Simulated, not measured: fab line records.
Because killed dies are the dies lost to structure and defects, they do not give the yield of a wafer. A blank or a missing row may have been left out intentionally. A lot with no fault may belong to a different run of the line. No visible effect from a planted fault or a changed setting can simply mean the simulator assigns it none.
fab line records ; flow berkeley_cmos170 ; part 1 of 2: steps 1 to 29 of 42
[record] lots = 5; wafers = 15; last_day = 12
route steps=331 shown SDANNEAL@205 PSD@206 NSD@207 PLDD@208 NLDD@209 SILICIDE@210 CONTACT@216 M1@238
lots that met no fault: from a run of the same line without faults
start_h: hours from the record's first day to the start of the lot's first wafer shown ; wait_h: how many hours have passed since the lot's step before this one ; " the same as in the row above ; L1.1+2: a single row standing in for several wafers ; - no value, or no start was given ; * or withheld: withheld ; < > ~ a bound
route shown NAME@n: names a module that has steps shown in the file, with the first one's number in the route ; usual: mean/standard deviation of fault-free wafers ; same: alike in all rows ; chamber/n: place in a boat ; sites: per-site readings ; _std_site: standard deviation of those values ; _edge_site: inner sites' mean taken away from outer sites' mean ; radius_mm: how far each site lies from the wafer's centre ; mask NAME#n: copy n ; behind: the last tool/chamber to shape the wafer ; hold: why the lot was held/for how many hours/how that ended ; device: which transistor (n, p or np) failed to switch ; end of line: the route-end tests of the same wafers ; a step without rows: its recipe alone ; killed: dies that structure and defects cost at the first sort, which is not the same as the wafer's yield ; map: the dies of a wafer, with x for killed, . for not killed, _ for no die there
set.NAME: the setting as run; set.NAME@STEP: as run at that earlier step ; model.NAME: the simulator's own value behind a step, which no gauge read
lots at some steps of the route; a table a step, a row a wafer
services: a tool's chamber out of use, with start hour (start_h, from the record's first day; less than 0 if before it), hours out, and reason
[[steps]]
[step UCB170_SDANNEAL_RTA_01]
[recipe] temp_c = 1050; time_s = 5; ambient = N2
[usual] lamp_power_pct = 40.6/1.2; wafer_temp_C_max = 1052.8/0.59
lot.wafer;tool;chamber;start_h;wait_h;lamp_power_pct;wafer_temp_C_max
L079.2;rtp_anneal-02;0;166.16;0.1;42.1;1053.7
L079.5;rtp_anneal-02;0;166.16;0.1;42.0;1052.0
L079.6;rtp_anneal-02;0;166.16;0.1;42.1;1052.4
L082.2;rtp_anneal-02;0;190.41;0.1;42.1;1052.5
L082.4;rtp_anneal-02;0;190.41;0.1;42.1;1053.0
L082.5;rtp_anneal-02;0;190.41;0.1;42.0;1053.4
L085.1;rtp_anneal-02;0;206.34;0.1;42.0;1053.3
L085.3;rtp_anneal-02;0;206.34;0.1;42.1;1052.1
L085.6;rtp_anneal-02;0;206.34;0.1;42.1;1053.3
L092.4;rtp_anneal-01;0;238.87;0.1;39.7;1052.7
L092.5;rtp_anneal-01;0;238.87;0.1;39.6;1053.7
L092.6;rtp_anneal-01;0;238.87;0.1;39.7;1053.2
L097.2;rtp_anneal-02;0;267.65;0.1;42.1;1052.6
L097.4;rtp_anneal-02;0;267.65;0.1;42.0;1052.6
L097.5;rtp_anneal-02;0;267.65;0.1;42.1;1052.9
[step UCB170_SDANNEAL_RS_MEAS_02]
[recipe] thk_meas_gauge = four-point-probe
[usual] PSD_RS = 75.56/0.29
lot.wafer;tool;chamber;start_h;wait_h;PSD_RS[ohm/sq]
L079.2;film_metro-02;-;166.22;0.1;75.69
L079.5;film_metro-02;-;166.22;0.1;75.49
L079.6;film_metro-02;-;166.22;0.1;75.77
L082.2;film_metro-02;-;190.48;0.1;75.39
L082.4;film_metro-02;-;190.48;0.1;75.75
L082.5;film_metro-02;-;190.48;0.1;75.77
L085.1;film_metro-01;-;206.39;0.0;76.09
L085.3;film_metro-01;-;206.39;0.0;75.90
L085.6;film_metro-01;-;206.39;0.0;75.72
L092.4;film_metro-01;-;238.96;0.1;75.34
L092.5;film_metro-01;-;238.96;0.1;75.23
L092.6;film_metro-01;-;238.96;0.1;75.37
L097.2;film_metro-02;-;267.72;0.1;75.41
L097.4;film_metro-02;-;267.72;0.1;75.13
L097.5;film_metro-02;-;267.72;0.1;75.22
[step UCB170_SDANNEAL_RS_MEAS_03]
[recipe] thk_meas_gauge = four-point-probe
[usual] NSD_RS = 37.25/0.13
lot.wafer;tool;chamber;start_h;wait_h;NSD_RS[ohm/sq]
L079.2;film_metro-02;-;166.34;0.1;37.24
L079.5;film_metro-02;-;166.34;0.1;37.13
L079.6;film_metro-02;-;166.34;0.1;37.13
L082.2;film_metro-02;-;190.60;0.1;37.18
L082.4;film_metro-02;-;190.60;0.1;37.34
L082.5;film_metro-02;-;190.60;0.1;37.20
L085.1;film_metro-01;-;206.51;0.1;37.23
L085.3;film_metro-01;-;206.51;0.1;37.12
L085.6;film_metro-01;-;206.51;0.1;37.10
L092.4;film_metro-01;-;239.08;0.1;37.12
L092.5;film_metro-01;-;239.08;0.1;37.22
L092.6;film_metro-01;-;239.08;0.1;37.09
L097.2;film_metro-02;-;267.84;0.1;37.21
L097.4;film_metro-02;-;267.84;0.1;37.19
L097.5;film_metro-02;-;267.84;0.1;37.22
[step UCB170_SDANNEAL_RS_MEAS_04]
[recipe] thk_meas_gauge = four-point-probe
[usual] PLDD_RS = 1031/3
lot.wafer;tool;chamber;start_h;wait_h;PLDD_RS[ohm/sq]
L079.2;film_metro-02;-;166.46;0.1;1035
L079.5;film_metro-02;-;166.46;0.1;1034
L079.6;film_metro-02;-;166.46;0.1;1033
L082.2;film_metro-02;-;190.72;0.1;1032
L082.4;film_metro-02;-;190.72;0.1;1032
L082.5;film_metro-02;-;190.72;0.1;1035
L085.1;film_metro-01;-;206.63;0.1;1031
L085.3;film_metro-01;-;206.63;0.1;1037
L085.6;film_metro-01;-;206.63;0.1;1032
L092.4;film_metro-01;-;239.20;0.1;1026
L092.5;film_metro-01;-;239.20;0.1;1028
L092.6;film_metro-01;-;239.20;0.1;1030
L097.2;film_metro-02;-;267.96;0.1;1036
L097.4;film_metro-02;-;267.96;0.1;1033
L097.5;film_metro-02;-;267.96;0.1;1035
[step UCB170_SDANNEAL_RS_MEAS_05]
[recipe] thk_meas_gauge = four-point-probe
[usual] NLDD_RS = 616.7/1.9
lot.wafer;tool;chamber;start_h;wait_h;NLDD_RS[ohm/sq]
L079.2;film_metro-02;-;166.58;0.1;615.8
L079.5;film_metro-02;-;166.58;0.1;616.0
L079.6;film_metro-02;-;166.58;0.1;617.1
L082.2;film_metro-02;-;190.84;0.1;618.4
L082.4;film_metro-02;-;190.84;0.1;618.5
L082.5;film_metro-02;-;190.84;0.1;618.8
L085.1;film_metro-01;-;206.75;0.1;614.9
L085.3;film_metro-01;-;206.75;0.1;612.9
L085.6;film_metro-01;-;206.75;0.1;613.9
L092.4;film_metro-01;-;239.32;0.1;613.8
L092.5;film_metro-01;-;239.32;0.1;615.0
L092.6;film_metro-01;-;239.32;0.1;613.4
L097.2;film_metro-02;-;268.08;0.1;617.9
L097.4;film_metro-02;-;268.08;0.1;617.8
L097.5;film_metro-02;-;268.08;0.1;616.2
[step UCB170_SILICIDE_PRE_CLEAN_00]
[recipe] gas = Ar; preclean_etch_time_s = 60
[same] preclean_etch_time_s = 60
lot.wafer;tool;chamber;start_h;wait_h
L079.2+5+6;pvd_sputter-04;-;166.68;0.1
L082.2+4+5;pvd_sputter-04;-;190.94;0.1
L085.1+3+6;pvd_sputter-02;-;206.87;0.1
L092.4+5+6;pvd_sputter-04;-;239.38;0.0
L097.2+4+5;pvd_sputter-04;-;268.18;0.1
[step UCB170_SILICIDE_SPUTTER_01]
[recipe] material = Ti; target_thk_nm = 30; time_s = 25; power_w = 1500; chamber_pressure_pa = 0.5
[usual] throttle_valve_pct = 29.5/1.4
lot.wafer;tool;chamber;start_h;wait_h;throttle_valve_pct
L079.2;pvd_sputter-04;-;166.75;0.0;30.5
L079.5;pvd_sputter-04;-;166.75;0.0;30.1
L079.6;pvd_sputter-04;-;166.75;0.0;27.5
L082.2;pvd_sputter-04;-;191.01;0.0;30.6
L082.4;pvd_sputter-04;-;191.01;0.0;30.3
L082.5;pvd_sputter-04;-;191.01;0.0;28.2
L085.1;pvd_sputter-02;-;206.94;0.0;30.2
L085.3;pvd_sputter-02;-;206.94;0.0;30.6
L085.6;pvd_sputter-02;-;206.94;0.0;30.8
L092.4;pvd_sputter-04;-;239.45;0.0;27.6
L092.5;pvd_sputter-04;-;239.45;0.0;30.4
L092.6;pvd_sputter-04;-;239.45;0.0;27.3
L097.2;pvd_sputter-04;-;268.25;0.0;30.4
L097.4;pvd_sputter-04;-;268.25;0.0;27.2
L097.5;pvd_sputter-04;-;268.25;0.0;28.1
[step UCB170_SILICIDE_RS_MEAS_02]
[recipe] thk_meas_gauge = four-point-probe; reads = Ti_of_SILICIDE_SPUTTER_01
[usual] SILICIDE_TI_RS = 25.9/0.36
lot.wafer;tool;chamber;start_h;wait_h;SILICIDE_TI_RS[ohm/sq]
L079.2;film_metro-03;-;166.80;0.0;25.7
L079.5;film_metro-03;-;166.80;0.0;25.8
L079.6;film_metro-03;-;166.80;0.0;26.2
L082.2;film_metro-03;-;191.06;0.0;26.2
L082.4;film_metro-03;-;191.06;0.0;26.7
L082.5;film_metro-03;-;191.06;0.0;25.9
L085.1;film_metro-01;-;206.97;0.0;25.4
L085.3;film_metro-01;-;206.97;0.0;25.9
L085.6;film_metro-01;-;206.97;0.0;25.7
L092.4;film_metro-03;-;239.54;0.1;25.9
L092.5;film_metro-03;-;239.54;0.1;25.8
L092.6;film_metro-03;-;239.54;0.1;26.3
L097.2;film_metro-04;-;268.30;0.0;26.2
L097.4;film_metro-04;-;268.30;0.0;26.4
L097.5;film_metro-04;-;268.30;0.0;25.8
[step UCB170_SILICIDE_THK_MEAS_03]
[recipe] thk_meas_gauge = xrf; reads = Ti_of_SILICIDE_SPUTTER_01
[usual] SILICIDE_TI_THK = 29.8/0.39
lot.wafer;tool;chamber;start_h;wait_h;SILICIDE_TI_THK[nm]
L079.2;film_metro-03;-;166.91;0.1;30.1
L079.5;film_metro-03;-;166.91;0.1;29.9
L079.6;film_metro-03;-;166.91;0.1;29.6
L082.2;film_metro-03;-;191.17;0.1;29.6
L082.4;film_metro-03;-;191.17;0.1;29.2
L082.5;film_metro-03;-;191.17;0.1;29.8
L085.1;film_metro-01;-;207.09;0.1;30.4
L085.3;film_metro-01;-;207.09;0.1;29.7
L085.6;film_metro-01;-;207.09;0.1;29.9
L092.4;film_metro-03;-;239.63;0.1;29.7
L092.5;film_metro-03;-;239.63;0.1;30.1
L092.6;film_metro-03;-;239.63;0.1;29.6
L097.2;film_metro-04;-;268.41;0.1;29.4
L097.4;film_metro-04;-;268.41;0.1;29.4
L097.5;film_metro-04;-;268.41;0.1;29.8
[step UCB170_SILICIDE_RTA_04]
[recipe] temp_c = 650; time_s = 15; ambient = N2
[usual] lamp_power_pct = 11.4/0.33; wafer_temp_C_max = 651.7/0.49
lot.wafer;tool;chamber;start_h;wait_h;lamp_power_pct;wafer_temp_C_max
L079.2;rtp_anneal-02;0;166.97;0.1;11.7;651.4
L079.5;rtp_anneal-02;0;166.97;0.1;11.7;651.1
L079.6;rtp_anneal-02;0;166.97;0.1;11.7;652.0
L082.2;rtp_anneal-02;0;191.23;0.1;11.7;651.7
L082.4;rtp_anneal-02;0;191.23;0.1;11.7;651.5
L082.5;rtp_anneal-02;0;191.23;0.1;11.7;651.9
L085.1;rtp_anneal-01;0;207.15;0.1;11.0;652.2
L085.3;rtp_anneal-01;0;207.15;0.1;11.0;652.1
L085.6;rtp_anneal-01;0;207.15;0.1;11.0;651.7
L092.4;rtp_anneal-02;0;239.70;0.1;11.7;652.2
L092.5;rtp_anneal-02;0;239.70;0.1;11.7;652.5
L092.6;rtp_anneal-02;0;239.70;0.1;11.7;652.4
L097.2;rtp_anneal-01;0;268.47;0.1;11.0;650.6
L097.4;rtp_anneal-01;0;268.47;0.1;11.0;651.4
L097.5;rtp_anneal-01;0;268.47;0.1;11.0;651.6
[step UCB170_SILICIDE_WET_ETCH_05]
[recipe] chemistry = SPM; time_s = 45; temp_c = 120; target = Ti
lot.wafer;tool;chamber;start_h;wait_h
L079.2+5+6;wet_bench-04;3;167.15;0.2
L082.2+4+5;wet_bench-01;2;191.30;0.1
L085.1+3+6;wet_bench-03;1;207.23;0.1
L092.4+5+6;wet_bench-01;0;239.73;0.0
L097.2+4+5;wet_bench-01;2;268.53;0.1
[step UCB170_CONTACT_CLEAN_00]
[recipe] chemistry = SPM; temp_c = 120; time_s = 600
lot.wafer;tool;chamber;start_h;wait_h
L079.2+5+6;wet_bench-01;1;167.17;0.0
L082.2+4+5;wet_bench-01;1;191.32;0.0
L085.1+3+6;wet_bench-01;3;207.25;0.0
L092.4+5+6;wet_bench-01;1;239.75;0.0
L097.2+4+5;wet_bench-01;2;268.55;0.0
[step UCB170_CONTACT_CVD_01]
[recipe] material = PSG; target_thk_nm = 700; temp_c = 450; precursor = SiH4/O2/PH3; time_s = 2820; pressure_mtorr = 300; sih4_flow_sccm = 60; o2_flow_sccm = 90; ph3_flow_sccm = 25
[usual] o2_flow_sccm = 90.03/0.28
lot.wafer;tool;chamber;start_h;wait_h;o2_flow_sccm
L079.2;lpcvd-01;0;169.01;1.7;89.79
L079.5;lpcvd-01;0;169.01;1.7;90.26
L079.6;lpcvd-01;0;169.01;1.7;90.51
L082.2;lpcvd-01;0;191.51;0.0;89.88
L082.4;lpcvd-01;0;191.51;0.0;90.48
L082.5;lpcvd-01;0;191.51;0.0;90.07
L085.1;lpcvd-01;1;207.42;0.0;90.14
L085.3;lpcvd-01;1;207.42;0.0;90.09
L085.6;lpcvd-01;1;207.42;0.0;90.30
L092.4;lpcvd-01;1;240.57;0.6;89.49
L092.5;lpcvd-01;1;240.57;0.6;89.99
L092.6;lpcvd-01;1;240.57;0.6;90.03
L097.2;lpcvd-01;0;268.73;0.0;90.08
L097.4;lpcvd-01;0;268.73;0.0;90.16
L097.5;lpcvd-01;0;268.73;0.0;89.87
[step UCB170_CONTACT_THK_MEAS_02]
[recipe] reads = PSG_of_CONTACT_CVD_01
[usual] CONTACT_PSG_THK = 702/7.8
lot.wafer;tool;chamber;start_h;wait_h;CONTACT_PSG_THK[nm]
L079.2;film_metro-01;-;170.82;0.0;706
L079.5;film_metro-01;-;170.82;0.0;704
L079.6;film_metro-01;-;170.82;0.0;702
L082.2;film_metro-02;-;193.30;0.0;690
L082.4;film_metro-02;-;193.30;0.0;691
L082.5;film_metro-02;-;193.30;0.0;696
L085.1;film_metro-04;-;209.21;0.0;692
L085.3;film_metro-04;-;209.21;0.0;689
L085.6;film_metro-04;-;209.21;0.0;689
L092.4;film_metro-01;-;242.38;0.0;704
L092.5;film_metro-01;-;242.38;0.0;708
L092.6;film_metro-01;-;242.38;0.0;705
L097.2;film_metro-01;-;270.52;0.0;698
L097.4;film_metro-01;-;270.52;0.0;693
L097.5;film_metro-01;-;270.52;0.0;689
[step UCB170_CONTACT_HMDS_03]
[recipe] prime_time_s = 60; prime_temp_c = 100
lot.wafer;tool;chamber;start_h;wait_h
L079.2+5+6;litho_track-02;0;170.90;0.1
L082.2+4+5;litho_track-02;0;193.72;0.4
L085.1+3+6;litho_track-04;0;209.27;0.1
L092.4+5+6;litho_track-02;0;242.49;0.1
L097.2+4+5;litho_track-04;0;270.59;0.1
[step UCB170_CONTACT_COAT_04]
[recipe] resist = KrF; spin_rpm = 1500; resist_thk_nm = 900
lot.wafer;tool;chamber;start_h;wait_h
L079.2+5+6;litho_track-02;0;171.05;0.1
L082.2+4+5;litho_track-02;0;193.87;0.1
L085.1+3+6;litho_track-04;0;209.42;0.1
L092.4+5+6;litho_track-02;0;242.64;0.1
L097.2+4+5;litho_track-04;0;270.74;0.1
[step UCB170_CONTACT_SOFTBAKE_05]
[recipe] resist = KrF; temp_c = 130; time_s = 60
lot.wafer;tool;chamber;start_h;wait_h
L079.2+5+6;litho_track-02;0;171.20;0.1
L082.2+4+5;litho_track-02;0;194.02;0.1
L085.1+3+6;litho_track-04;0;209.57;0.1
L092.4+5+6;litho_track-02;0;242.79;0.1
L097.2+4+5;litho_track-04;0;270.89;0.1
[step UCB170_CONTACT_STRIP_06]
[recipe] chemistry = O2; power_w = 400; pressure_mtorr = 3500; platen_temp_c = withheld; o2_flow_sccm = 400; overash_fraction = 0.5
[usual] drypump_motor_current_A = 5.8/0.45; o2_flow_sccm = 399.7/1.1; oes_product_au = 0.734/0.0043; strip_time_to_endpoint_s = 21.99/0.052
lot.wafer;tool;chamber;start_h;wait_h;drypump_motor_current_A;o2_flow_sccm;oes_product_au;rf_hours_counter_h;strip_time_to_endpoint_s
L079.2;plasma_asher-02;0;171.32;0.1;5.8;397.8;0.735;36;21.97
L079.5;plasma_asher-02;1;171.32;0.1;5.5;400.0;0.732;-;22.07
L079.6;plasma_asher-02;0;171.32;0.1;5.8;399.4;0.738;-;21.92
L082.2;plasma_asher-04;0;194.15;0.1;5.3;399.3;0.740;51;22.03
L082.4;plasma_asher-04;1;194.15;0.1;6.4;399.9;0.727;-;21.98
L082.5;plasma_asher-04;1;194.15;0.1;6.4;400.5;0.730;-;21.99
L085.1;plasma_asher-03;1;209.72;0.1;5.5;401.6;0.742;9;22.01
L085.3;plasma_asher-03;0;209.72;0.1;6.3;399.2;0.732;-;21.97
L085.6;plasma_asher-03;1;209.72;0.1;5.5;399.6;0.736;-;21.93
L092.4;plasma_asher-03;1;242.90;0.1;5.5;401.1;0.738;-;22.00
L092.5;plasma_asher-03;1;242.90;0.1;5.5;400.4;0.734;-;21.96
L092.6;plasma_asher-03;0;242.90;0.1;6.3;399.4;0.729;-;21.99
L097.2;plasma_asher-02;0;271.02;0.1;5.8;400.5;0.739;46;21.97
L097.4;plasma_asher-02;0;271.02;0.1;5.8;399.8;0.728;-;21.91
L097.5;plasma_asher-02;0;271.02;0.1;5.8;400.3;0.735;-;22.01
[step UCB170_CONTACT_CLEAN_07]
[recipe] chemistry = SPM; temp_c = 120; time_s = 600
lot.wafer;tool;chamber;start_h;wait_h
L079.2+5+6;wet_bench-01;0;174.29;2.9
L082.2+4+5;wet_bench-03;1;194.25;0.1
L085.1+3+6;wet_bench-01;1;209.82;0.1
L092.4+5+6;wet_bench-01;3;243.11;0.2
L097.2+4+5;wet_bench-01;1;271.12;0.1
[step UCB170_CONTACT_RTA_08]
[recipe] temp_c = 900; time_s = 10; ambient = N2
[usual] lamp_power_pct = 26.4/0.78; wafer_temp_C_max = 902.4/0.6
lot.wafer;tool;chamber;start_h;wait_h;lamp_power_pct;wafer_temp_C_max
L079.2;rtp_anneal-02;0;174.47;0.0;27.2;903.0
L079.5;rtp_anneal-02;0;174.47;0.0;27.2;902.1
L079.6;rtp_anneal-02;0;174.47;0.0;27.2;902.6
L082.2;rtp_anneal-02;0;194.43;0.0;27.2;903.2
L082.4;rtp_anneal-02;0;194.43;0.0;27.2;902.4
L082.5;rtp_anneal-02;0;194.43;0.0;27.2;902.2
L085.1;rtp_anneal-02;0;210.01;0.0;27.3;902.0
L085.3;rtp_anneal-02;0;210.01;0.0;27.2;902.9
L085.6;rtp_anneal-02;0;210.01;0.0;27.2;902.3
L092.4;rtp_anneal-01;0;243.35;0.1;25.6;901.8
L092.5;rtp_anneal-01;0;243.35;0.1;25.6;901.8
L092.6;rtp_anneal-01;0;243.35;0.1;25.6;902.9
L097.2;rtp_anneal-01;0;271.32;0.0;25.7;902.3
L097.4;rtp_anneal-01;0;271.32;0.0;25.7;902.0
L097.5;rtp_anneal-01;0;271.32;0.0;25.7;902.5
[step UCB170_CONTACT_COAT_09]
[recipe] resist = BARC; temp_c = withheld; time_s = withheld; spin_rpm = 3000; resist_thk_nm = withheld
lot.wafer;tool;chamber;start_h;wait_h
L079.2+5+6;litho_track-01;0;174.55;0.1
L082.2+4+5;litho_track-04;0;194.64;0.2
L085.1+3+6;litho_track-02;0;210.07;0.1
L092.4+5+6;litho_track-04;0;243.50;0.1
L097.2+4+5;litho_track-04;0;271.49;0.2
[step UCB170_CONTACT_COAT_10]
[recipe] resist = KrF; spin_rpm = 1500; resist_thk_nm = 900
lot.wafer;tool;chamber;start_h;wait_h
L079.2+5+6;litho_track-01;0;-;-
L082.2+4+5;litho_track-04;0;-;-
L085.1+3+6;litho_track-02;0;-;-
L092.4+5+6;litho_track-04;0;-;-
L097.2+4+5;litho_track-04;0;-;-
[step UCB170_CONTACT_SOFTBAKE_11]
[recipe] resist = KrF; temp_c = 130; time_s = 60
lot.wafer;tool;chamber;start_h;wait_h
L079.2+5+6;litho_track-01;0;-;-
L082.2+4+5;litho_track-04;0;-;-
L085.1+3+6;litho_track-02;0;-;-
L092.4+5+6;litho_track-04;0;-;-
L097.2+4+5;litho_track-04;0;-;-
[step UCB170_CONTACT_EXPOSE_12]
[recipe] mask_id = CONT; target_cd_nm = 700; na = 0.5; sigma_outer = 0.6; source_shape = conventional; dose_mj = 35
lot.wafer;tool;chamber;start_h;wait_h;mask
L079.2+5+6;krf_scanner-01;0;175.37;-;CONT#0
L082.2+4+5;krf_scanner-02;0;195.21;-;CONT#0
L085.1+3+6;krf_scanner-02;0;210.70;-;CONT#0
L092.4+5+6;krf_scanner-01;0;243.93;-;CONT#0
L097.2+4+5;krf_scanner-02;0;272.06;-;CONT#0
[step UCB170_CONTACT_PEB_13]
[recipe] peb_temp_c = 130; peb_time_s = withheld; resist = KrF
lot.wafer;tool;chamber;start_h;wait_h
L079.2+5+6;litho_track-01;0;175.73;0.3
L082.2+4+5;litho_track-01;0;195.90;0.7
L085.1+3+6;litho_track-01;0;210.85;0.1
L092.4+5+6;litho_track-04;0;244.06;0.1
L097.2+4+5;litho_track-02;0;272.59;0.5
[step UCB170_CONTACT_DEVELOP_14]
[recipe] developer = TMAH; develop_time_s = 45; resist = KrF; dev_temp_c = 21
lot.wafer;tool;chamber;start_h;wait_h
L079.2+5+6;litho_track-01;0;-;-
L082.2+4+5;litho_track-01;0;-;-
L085.1+3+6;litho_track-01;0;-;-
L092.4+5+6;litho_track-04;0;-;-
L097.2+4+5;litho_track-02;0;-;-
[step UCB170_CONTACT_CD_MEAS_15]
[recipe] target_cd_nm = 700
[usual] cd_nm = 699.2/1.4
lot.wafer;tool;chamber;start_h;wait_h;cd_nm
L079.2;cd_sem-02;-;176.12;-;699.7
L079.5;cd_sem-02;-;176.12;-;700.7
L079.6;cd_sem-02;-;176.12;-;699.6
L082.2;cd_sem-02;-;196.17;-;698.5
L082.4;cd_sem-02;-;196.17;-;696.5
L082.5;cd_sem-02;-;196.17;-;695.9
L085.1;cd_sem-01;-;211.12;-;698.9
L085.3;cd_sem-01;-;211.12;-;698.0
L085.6;cd_sem-01;-;211.12;-;697.9
L092.4;cd_sem-02;-;244.32;-;699.7
L092.5;cd_sem-02;-;244.32;-;702.0
L092.6;cd_sem-02;-;244.32;-;700.9
L097.2;cd_sem-01;-;272.86;-;699.8
L097.4;cd_sem-01;-;272.86;-;700.1
L097.5;cd_sem-01;-;272.86;-;699.5
[step UCB170_CONTACT_OVL_MEAS_16]
[usual] CONTACT_OVL = -2/4.8
lot.wafer;tool;chamber;start_h;wait_h;CONTACT_OVL[nm]
L079.2;overlay-02;-;176.23;0.1;-8
L079.5;overlay-02;-;176.23;0.1;-11
L079.6;overlay-02;-;176.23;0.1;-11
L082.2;overlay-01;-;196.28;0.1;-1
L082.4;overlay-01;-;196.28;0.1;-1
L082.5;overlay-01;-;196.28;0.1;-5
L085.1;overlay-01;-;211.24;0.1;4
L085.3;overlay-01;-;211.24;0.1;-2
L085.6;overlay-01;-;211.24;0.1;-4
L092.4;overlay-02;-;244.40;0.1;-8
L092.5;overlay-02;-;244.40;0.1;-13
L092.6;overlay-02;-;244.40;0.1;-6
L097.2;overlay-01;-;272.97;0.1;6
L097.4;overlay-01;-;272.97;0.1;1
L097.5;overlay-01;-;272.97;0.1;-7
[step UCB170_CONTACT_ETCH_17]
[recipe] chemistry = N2/H2; target_depth_a = withheld; overetch_a = withheld; target = BARC; time_s = withheld; source_w = 500; bias_w = 100; pressure_mtorr = 30; n2_flow_sccm = 100; h2_flow_sccm = 200
[usual] drypump_motor_current_A = 5.8/0.37; oes_product_au = 0.999/0.019; rf_fwd_power_W = 495.9/1.9; throttle_valve_pct = 13.21/0.15
lot.wafer;tool;chamber;start_h;wait_h;drypump_motor_current_A;oes_product_au;rf_fwd_power_W;throttle_valve_pct
L079.2;rie_diel-03;2;176.26;0.0;5.5;1.000;496.2;13.22
L079.5;rie_diel-03;2;176.26;0.0;5.5;1.010;495.4;13.22
L079.6;rie_diel-03;1;176.26;0.0;5.2;1.028;497.5;13.14
L082.2;rie_diel-01;0;196.31;0.0;6.3;1.002;495.4;13.15
L082.4;rie_diel-01;1;196.31;0.0;6.1;1.002;498.1;13.01
L082.5;rie_diel-01;2;196.31;0.0;5.4;1.041;493.5;13.31
L085.1;rie_diel-04;0;211.28;0.0;5.4;0.988;498.3;13.36
L085.3;rie_diel-04;2;211.28;0.0;5.8;0.985;498.4;13.55
L085.6;rie_diel-04;3;211.28;0.0;5.5;0.981;496.5;13.12
L092.4;rie_diel-03;3;244.42;0.0;6.2;0.969;496.5;12.92
L092.5;rie_diel-03;3;244.42;0.0;6.2;0.970;497.0;12.94
L092.6;rie_diel-03;2;244.42;0.0;5.5;0.999;496.4;13.21
L097.2;rie_diel-04;1;273.00;0.0;6.4;0.988;498.4;13.23
L097.4;rie_diel-04;0;273.00;0.0;5.4;0.985;496.3;13.36
L097.5;rie_diel-04;2;273.00;0.0;5.8;0.991;495.1;13.54
